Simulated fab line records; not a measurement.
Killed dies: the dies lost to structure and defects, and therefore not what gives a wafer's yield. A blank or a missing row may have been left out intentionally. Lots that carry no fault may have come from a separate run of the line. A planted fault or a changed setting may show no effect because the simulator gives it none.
Which tool did it? | flow berkeley-cmos170 | 21 wafers sampled from 7 lots at 1 step of a route of 331

== WHAT THE GAUGES READ, wafer by wafer ==
UCB170_START_BOW_MEAS_00.
lot  | measured    | on            | INCOMING_BOW (um)
L227 | day 1 20:00 | film-metro-04 | -2 13 7
L231 | day 2 16:00 | film-metro-01 | 3 6 -3
L234 | day 3 07:00 | film-metro-03 | -7 -1 -10
L237 | day 3 22:01 | film-metro-04 | 9 0 -9
L243 | day 5 04:01 | film-metro-01 | 3 14 4
L245 | day 5 14:01 | film-metro-04 | 8 -8 3
L247 | day 6 00:00 | film-metro-03 | -8 -7 4

== EACH LOT AND THE TOOL THAT RAN IT (in order: tool; ch and the chambers of the sampled wafers; start) ==
The record holds no process step before these readings.

== THE ANSWER, worked out from the rows above alone ==
Rule: the lots themselves supply what counts as usual. Put in order of their means at a reading, lots are off if they are a third of the lots or fewer, leave a main group of 4 or more, and stand apart from it by a gap of 3 or more times the standard deviation of the main group's means; of several such gaps the widest counts. The tables above print the reading to a certain number of digits; a main group whose means all agree to those digits is not used. Also off: a lot with no number at a reading for which 4 or more lots have one. All remaining lots with rows at the step are treated as sound.
Nothing can be told from this: no lot is off at any reading shown.

== WHAT HAD BEEN PUT IN BY THE SIMULATOR ==
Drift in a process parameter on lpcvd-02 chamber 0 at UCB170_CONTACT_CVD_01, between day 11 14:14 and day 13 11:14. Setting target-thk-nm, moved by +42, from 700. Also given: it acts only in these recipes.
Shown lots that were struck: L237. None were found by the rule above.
